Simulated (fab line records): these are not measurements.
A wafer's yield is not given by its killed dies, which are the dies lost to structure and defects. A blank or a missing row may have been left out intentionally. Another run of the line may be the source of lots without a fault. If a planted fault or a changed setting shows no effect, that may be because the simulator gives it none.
Which of the tools did it? / flow ritCmos / 14 lots, 42 wafers sampled, at 5 steps of a route of 202

WHAT THE GAUGES READ, wafer by wafer
RIT_NLDD_OVL_MEAS_06.
lot=L696; measured=day 2 17:40; on=overlay-01; NLDD_OVL (nm)=1.1 -0.3 2.8
lot=L697; measured=day 2 21:59; on=overlay-02; NLDD_OVL (nm)=-2.8 -3.1 -3.8
lot=L698; measured=day 3 02:40; on=overlay-02; NLDD_OVL (nm)=-1.7 -2.3 -2.3
lot=L700; measured=day 3 16:52; on=overlay-01; NLDD_OVL (nm)=-0.6 -1.7 0.4
lot=L701; measured=day 3 18:16; on=overlay-01; NLDD_OVL (nm)=2.2 0.9 1.4
lot=L705; measured=day 4 15:15; on=overlay-02; NLDD_OVL (nm)=-1.9 -1.6 -1.9
lot=L706; measured=day 4 18:44; on=overlay-01; NLDD_OVL (nm)=-0.7 -1.3 0.6
lot=L707; measured=day 5 01:40; on=overlay-01; NLDD_OVL (nm)=-0.2 1.6 0.7
lot=L712; measured=day 6 01:21; on=overlay-01; NLDD_OVL (nm)=-0.8 2.3 1.8
lot=L713; measured=day 6 09:46; on=overlay-01; NLDD_OVL (nm)=1.2 0.6 1.2
lot=L714; measured=day 6 14:40; on=overlay-02; NLDD_OVL (nm)=-2.8 -2.4 -1.5
lot=L715; measured=day 6 17:56; on=overlay-01; NLDD_OVL (nm)=-2.8 -2.0 -0.3
lot=L717; measured=day 7 08:15; on=overlay-02; NLDD_OVL (nm)=-2.3 -2.5 -1.7
lot=L719; measured=day 7 15:29; on=overlay-02; NLDD_OVL (nm)=-0.9 -1.7 -1.7

RIT_M1_CD_MEAS_90: target cd 2600 nm.
lot=L696; measured=day 3 07:28; on=cdSem-01; cdNm (nm)=2599 2599 2598
lot=L697; measured=day 3 11:40; on=cdSem-02; cdNm (nm)=2605 2599 2599
lot=L698; measured=day 3 17:32; on=cdSem-02; cdNm (nm)=2599 2596 2597
lot=L700; measured=day 4 07:41; on=cdSem-01; cdNm (nm)=2596 2599 2595
lot=L701; measured=day 4 08:52; on=cdSem-02; cdNm (nm)=2603 2601 2603
lot=L705; measured=day 5 05:10; on=cdSem-01; cdNm (nm)=2603 2604 2602
lot=L706; measured=day 5 08:37; on=cdSem-02; cdNm (nm)=2599 2601 2603
lot=L707; measured=day 5 15:24; on=cdSem-02; cdNm (nm)=2599 2603 2601
lot=L712; measured=day 6 15:15; on=cdSem-01; cdNm (nm)=2598 2601 2596
lot=L713; measured=day 6 23:41; on=cdSem-01; cdNm (nm)=2613 2600 2601
lot=L714; measured=day 7 05:26; on=cdSem-01; cdNm (nm)=2599 2599 2598
lot=L715; measured=day 7 10:17; on=cdSem-01; cdNm (nm)=2604 2613 2602
lot=L717; measured=day 7 22:32; on=cdSem-01; cdNm (nm)=2600 2603 2600
lot=L719; measured=day 8 06:02; on=cdSem-02; cdNm (nm)=2601 2603 2603

WHICH TOOL RAN EACH LOT (tool, then ch and the chambers of the sampled wafers, then the start)
lot=L696; RIT_NWELL_STRIP_09=plasmaAsher-01 ch 1, day 1 21:43; RIT_M1_METAL_ETCH_12=rieMetal-04 ch 0,1, day 3 06:55; RIT_M1_STRIP_14=plasmaAsher-02 ch 0,1, day 3 07:16
lot=L697; RIT_NWELL_STRIP_09=plasmaAsher-04 ch 0,1, day 2 02:33; RIT_M1_METAL_ETCH_12=rieMetal-03 ch 0,1, day 3 11:09; RIT_M1_STRIP_14=plasmaAsher-03 ch 0,1, day 3 11:31
lot=L698; RIT_NWELL_STRIP_09=plasmaAsher-04 ch 0,1, day 2 06:47; RIT_M1_METAL_ETCH_12=rieMetal-01 ch 0,1, day 3 16:59; RIT_M1_STRIP_14=plasmaAsher-02 ch 0,1, day 3 17:20
lot=L700; RIT_NWELL_STRIP_09=plasmaAsher-01 ch 0,1, day 2 16:45; RIT_M1_METAL_ETCH_12=rieMetal-03 ch 0,1, day 4 07:11; RIT_M1_STRIP_14=plasmaAsher-01 ch 0,1, day 4 07:31
lot=L701; RIT_NWELL_STRIP_09=plasmaAsher-01 ch 0,1, day 2 21:47; RIT_M1_METAL_ETCH_12=rieMetal-01 ch 0,1, day 4 08:21; RIT_M1_STRIP_14=plasmaAsher-03 ch 0,1, day 4 08:41
lot=L705; RIT_NWELL_STRIP_09=plasmaAsher-02 ch 0,1, day 3 19:33; RIT_M1_METAL_ETCH_12=rieMetal-04 ch 0,1, day 5 04:38; RIT_M1_STRIP_14=plasmaAsher-03 ch 0,1, day 5 04:58
lot=L706; RIT_NWELL_STRIP_09=plasmaAsher-01 ch 0,1, day 3 22:55; RIT_M1_METAL_ETCH_12=rieMetal-03 ch 0,1, day 5 08:08; RIT_M1_STRIP_14=plasmaAsher-01 ch 0,1, day 5 08:28
lot=L707; RIT_NWELL_STRIP_09=plasmaAsher-01 ch 0,1, day 4 05:08; RIT_M1_METAL_ETCH_12=rieMetal-01 ch 1, day 5 14:50; RIT_M1_STRIP_14=plasmaAsher-02 ch 0,1, day 5 15:11
lot=L712; RIT_NWELL_STRIP_09=plasmaAsher-02 ch 0,1, day 5 05:02; RIT_M1_METAL_ETCH_12=rieMetal-03 ch 0,1, day 6 14:42; RIT_M1_STRIP_14=plasmaAsher-02 ch 0,1, day 6 15:06
lot=L713; RIT_NWELL_STRIP_09=plasmaAsher-01 ch 0,1, day 5 10:35; RIT_M1_METAL_ETCH_12=rieMetal-01 ch 0,1, day 6 23:11; RIT_M1_STRIP_14=plasmaAsher-03 ch 0,1, day 6 23:31
lot=L714; RIT_NWELL_STRIP_09=plasmaAsher-04 ch 0,1, day 5 14:44; RIT_M1_METAL_ETCH_12=rieMetal-04 ch 0, day 7 04:44; RIT_M1_STRIP_14=plasmaAsher-02 ch 0,1, day 7 05:14
lot=L715; RIT_NWELL_STRIP_09=plasmaAsher-02 ch 0,1, day 5 21:33; RIT_M1_METAL_ETCH_12=rieMetal-01 ch 0,1, day 7 09:46; RIT_M1_STRIP_14=plasmaAsher-01 ch 0,1, day 7 10:07
lot=L717; RIT_NWELL_STRIP_09=plasmaAsher-01 ch 0,1, day 6 11:22; RIT_M1_METAL_ETCH_12=rieMetal-04 ch 0,1, day 7 22:01; RIT_M1_STRIP_14=plasmaAsher-01 ch 0,1, day 7 22:22
lot=L719; RIT_NWELL_STRIP_09=plasmaAsher-02 ch 0,1, day 6 18:59; RIT_M1_METAL_ETCH_12=rieMetal-03 ch 0,1, day 8 05:32; RIT_M1_STRIP_14=plasmaAsher-02 ch 0,1, day 8 05:52
- RIT_NWELL_STRIP_09: strips in O2, time 180 s.
- RIT_M1_METAL_ETCH_12: etches Al in Cl2/BCl3, stops on SiO2, time 165 s, target depth 600 nm.
- RIT_M1_STRIP_14: strips in O2, time 180 s.

WHAT THE TOOLS THEMSELVES READ (means of the sampled wafers that have a number; where no wafer has one, the mark that the record gives instead)
RIT_NWELL_STRIP_09.
lot=L696; tool=plasmaAsher-01; drypumpMotorCurrentA (A)=6.2
lot=L697; tool=plasmaAsher-04; drypumpMotorCurrentA (A)=5.4
lot=L698; tool=plasmaAsher-04; drypumpMotorCurrentA (A)=5.6
lot=L700; tool=plasmaAsher-01; drypumpMotorCurrentA (A)=5.6
lot=L701; tool=plasmaAsher-01; drypumpMotorCurrentA (A)=5.9
lot=L705; tool=plasmaAsher-02; drypumpMotorCurrentA (A)=5.8
lot=L706; tool=plasmaAsher-01; drypumpMotorCurrentA (A)=5.9
lot=L707; tool=plasmaAsher-01; drypumpMotorCurrentA (A)=5.6
lot=L712; tool=plasmaAsher-02; drypumpMotorCurrentA (A)=5.9
lot=L713; tool=plasmaAsher-01; drypumpMotorCurrentA (A)=5.6
lot=L714; tool=plasmaAsher-04; drypumpMotorCurrentA (A)=5.4
lot=L715; tool=plasmaAsher-02; drypumpMotorCurrentA (A)=5.8
lot=L717; tool=plasmaAsher-01; drypumpMotorCurrentA (A)=5.6
lot=L719; tool=plasmaAsher-02; drypumpMotorCurrentA (A)=5.8

RIT_M1_METAL_ETCH_12.
lot=L696; tool=rieMetal-04; drypumpMotorCurrentA (A)=5.3; heBacksideLeakSccm (sccm)=3.4; oesProductAu (a.u.)=0.774; throttleValvePct (%)=8.27
lot=L697; tool=rieMetal-03; drypumpMotorCurrentA (A)=5.9; heBacksideLeakSccm (sccm)=3.4; oesProductAu (a.u.)=0.757; throttleValvePct (%)=8.19
lot=L698; tool=rieMetal-01; drypumpMotorCurrentA (A)=5.7; heBacksideLeakSccm (sccm)=3.4; oesProductAu (a.u.)=0.782; throttleValvePct (%)=8.21
lot=L700; tool=rieMetal-03; drypumpMotorCurrentA (A)=5.9; heBacksideLeakSccm (sccm)=3.4; oesProductAu (a.u.)=0.765; throttleValvePct (%)=8.18
lot=L701; tool=rieMetal-01; drypumpMotorCurrentA (A)=5.5; heBacksideLeakSccm (sccm)=3.6; oesProductAu (a.u.)=0.781; throttleValvePct (%)=8.16
lot=L705; tool=rieMetal-04; drypumpMotorCurrentA (A)=5.7; heBacksideLeakSccm (sccm)=3.3; oesProductAu (a.u.)=0.785; throttleValvePct (%)=8.23
lot=L706; tool=rieMetal-03; drypumpMotorCurrentA (A)=6.0; heBacksideLeakSccm (sccm)=3.6; oesProductAu (a.u.)=0.762; throttleValvePct (%)=8.19
lot=L707; tool=rieMetal-01; drypumpMotorCurrentA (A)=5.8; heBacksideLeakSccm (sccm)=3.4; oesProductAu (a.u.)=0.803; throttleValvePct (%)=8.25
lot=L712; tool=rieMetal-03; drypumpMotorCurrentA (A)=5.9; heBacksideLeakSccm (sccm)=3.5; oesProductAu (a.u.)=0.752; throttleValvePct (%)=8.18
lot=L713; tool=rieMetal-01; drypumpMotorCurrentA (A)=5.5; heBacksideLeakSccm (sccm)=3.4; oesProductAu (a.u.)=0.737; throttleValvePct (%)=8.17
lot=L714; tool=rieMetal-04; drypumpMotorCurrentA (A)=4.8; heBacksideLeakSccm (sccm)=3.4; oesProductAu (a.u.)=0.753; throttleValvePct (%)=8.30
lot=L715; tool=rieMetal-01; drypumpMotorCurrentA (A)=5.5; heBacksideLeakSccm (sccm)=3.6; oesProductAu (a.u.)=0.739; throttleValvePct (%)=8.17
lot=L717; tool=rieMetal-04; drypumpMotorCurrentA (A)=5.3; heBacksideLeakSccm (sccm)=3.2; oesProductAu (a.u.)=0.766; throttleValvePct (%)=8.28
lot=L719; tool=rieMetal-03; drypumpMotorCurrentA (A)=5.9; heBacksideLeakSccm (sccm)=3.5; oesProductAu (a.u.)=0.780; throttleValvePct (%)=8.19

RIT_M1_STRIP_14.
lot=L696; tool=plasmaAsher-02; drypumpMotorCurrentA (A)=5.8
lot=L697; tool=plasmaAsher-03; drypumpMotorCurrentA (A)=5.5
lot=L698; tool=plasmaAsher-02; drypumpMotorCurrentA (A)=5.9
lot=L700; tool=plasmaAsher-01; drypumpMotorCurrentA (A)=5.6
lot=L701; tool=plasmaAsher-03; drypumpMotorCurrentA (A)=5.5
lot=L705; tool=plasmaAsher-03; drypumpMotorCurrentA (A)=5.5
lot=L706; tool=plasmaAsher-01; drypumpMotorCurrentA (A)=5.6
lot=L707; tool=plasmaAsher-02; drypumpMotorCurrentA (A)=5.8
lot=L712; tool=plasmaAsher-02; drypumpMotorCurrentA (A)=5.9
lot=L713; tool=plasmaAsher-03; drypumpMotorCurrentA (A)=5.5
lot=L714; tool=plasmaAsher-02; drypumpMotorCurrentA (A)=5.9
lot=L715; tool=plasmaAsher-01; drypumpMotorCurrentA (A)=5.9
lot=L717; tool=plasmaAsher-01; drypumpMotorCurrentA (A)=5.6
lot=L719; tool=plasmaAsher-02; drypumpMotorCurrentA (A)=5.9

THE ANSWER, worked out from the rows above alone
Rule: the usual values come from the lots themselves. The widest of any qualifying gaps counts: lots, ordered by their means at a reading, are off when they make up no more than a third of the lots, leave a main group of 4 or more, and stand apart from it by 3 or more times the standard deviation of that group's means. A main group whose means are all the same, to the digits that the tables above print for the reading, isn't used. Also off: a lot with no number at a reading for which 4 or more lots have one. The other lots that the step has rows for count as sound. First the gauges in route order, then the tools' own readings, where a lot's mean is used as printed above. The first step at which some lot is off is used, and at that step the reading that is off furthest; a lot without a number counts as furthest.
Across all readings shown, no lot is off: no conclusion can be drawn from this.

WHAT WAS PUT IN BY THE SIMULATOR
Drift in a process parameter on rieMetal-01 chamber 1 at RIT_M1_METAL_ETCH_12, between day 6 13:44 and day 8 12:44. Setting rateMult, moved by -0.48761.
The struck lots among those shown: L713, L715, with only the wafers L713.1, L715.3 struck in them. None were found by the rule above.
